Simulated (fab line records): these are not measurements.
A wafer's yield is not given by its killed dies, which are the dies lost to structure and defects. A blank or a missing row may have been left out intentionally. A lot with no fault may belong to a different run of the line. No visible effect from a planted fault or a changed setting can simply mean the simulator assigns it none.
2 desks looking at one fault :: flow berkeleyCmos170 :: what lay behind the numbers comes last; until then each desk has only its own

## METROLOGY DESK
Lot by lot, what the gauges showed, no matter which tool ran the lot: averages of those sampled wafers that carry a number. Any lot whose mean is over 4 standard deviations away from the usual mean is out of limits and marked OUT; that distance is given in the brackets.
Columns: A = PLDD_TW at UCB170_PLDD_TW_MEAS_11, usual 1011; B = PLDD_RS at UCB170_SDANNEAL_RS_MEAS_04, usual 1021.5 ohm/sq; C = NLDD_RS at UCB170_SDANNEAL_RS_MEAS_05, usual 615.2 ohm/sq
lot: L706
first seen here: day 6 09:01
A: 997
B: 1018.3
C: 614.2

lot: L708
first seen here: day 6 20:20
A: 1028
B: 1025.0
C: 617.1

lot: L711
first seen here: day 7 09:46
A: 1030
B: 1018.7
C: 613.7

lot: L712
first seen here: day 7 18:09
A: 1006
B: 1020.6
C: 614.6

lot: L714
first seen here: day 8 00:50
A: 1003
B: 1022.7
C: 612.2

lot: L715
first seen here: day 8 01:10
A: 1003
B: 1020.7
C: 615.0

lot: L716
first seen here: day 8 13:47
A: 1008
B: 1021.0
C: 615.6

lot: L717
first seen here: day 8 13:58
A: 1007
B: 1021.9
C: 618.4

lot: L718
first seen here: day 8 23:20
A: 1022
B: 1021.7
C: 614.8

lot: L723
first seen here: day 9 21:38
A: 1033
B: 939.8 (-27) OUT
C: 614.0

lot: L724
first seen here: day 9 22:13
A: 1001
B: 1020.6
C: 617.0

lot: L725
first seen here: day 10 02:35
A: 1003
B: 1019.4
C: 615.7

lot: L726
first seen here: day 10 02:56
A: 1050
B: 941.7 (-27) OUT
C: 614.5

lot: L729
first seen here: day 10 22:32
A: 1008
B: 1018.2
C: 614.7
Finding of this desk: L723, L726 out of limits, first seen on L723 at day 10 12:27 (PLDD_RS at UCB170_SDANNEAL_RS_MEAS_04). L706, L708, L711, L712, L714, L715, L716, L717, L718, L724, L725, L729: within limits.

## FOR THE TOOL OWNER'S DESK: implanter-04
UCB170_PLDD_IMPLANT_08, tool's own readings: per-lot mean of the sampled wafers with a number, covering each lot this tool ran. Any lot whose mean is over 4 standard deviations away from the usual mean is out of limits and marked OUT; that distance is given in the brackets.
Columns: A = beamOnS at UCB170_PLDD_IMPLANT_08, usual 10.02 s; B = endStationPressureTorr at UCB170_PLDD_IMPLANT_08, usual 5.11e-06 Torr; C = faradayCurrentUA at UCB170_PLDD_IMPLANT_08, usual 158
lot: L708
first seen here: day 6 19:57
A: 10.04
B: 4.87e-06
C: 158

lot: L712
first seen here: day 7 17:47
A: 9.78
B: 4.90e-06
C: 162

lot: L715
first seen here: day 8 00:46
A: 10.02
B: 5.16e-06
C: 158

lot: L717
first seen here: day 8 13:34
A: 10.07
B: 5.03e-06
C: 157

lot: L718
first seen here: day 8 22:58
A: 9.98
B: 5.11e-06
C: 159

lot: L723
first seen here: day 9 21:14
A: 12.03 (+9.6) OUT
B: 9.54e-05 (+99 or more) OUT
C: 133 (-7.6) OUT

lot: L726
first seen here: day 10 02:34
A: 12.28 (+11) OUT
B: 9.57e-05 (+99 or more) OUT
C: 130 (-8.4) OUT
This desk's verdict: out of limits on L723, L726, starting with L723 at day 9 21:14 (beamOnS at UCB170_PLDD_IMPLANT_08). L708, L712, L715, L717, L718: within limits.

## PUT TOGETHER
At day 9 21:14, on L723, L726, the tool owner's desk was in a position to raise an alarm.
Metrology desk: alarm possible at day 10 12:27 on L723, L726.
Every lot named ran UCB170_PLDD_IMPLANT_08 on implanter-04.

## WHAT THE SIMULATOR HAD PUT IN
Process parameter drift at UCB170_PLDD_IMPLANT_08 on implanter-04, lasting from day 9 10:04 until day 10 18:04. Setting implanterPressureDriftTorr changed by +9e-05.
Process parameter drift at UCB170_PLDD_IMPLANT_08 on implanter-04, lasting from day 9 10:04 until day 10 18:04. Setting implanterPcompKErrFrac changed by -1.
Lots struck among those shown: L723, L726.
Time in hours from fault onset to the first out-of-limits reading at each desk: tool owner's desk 11, metrology desk 26.
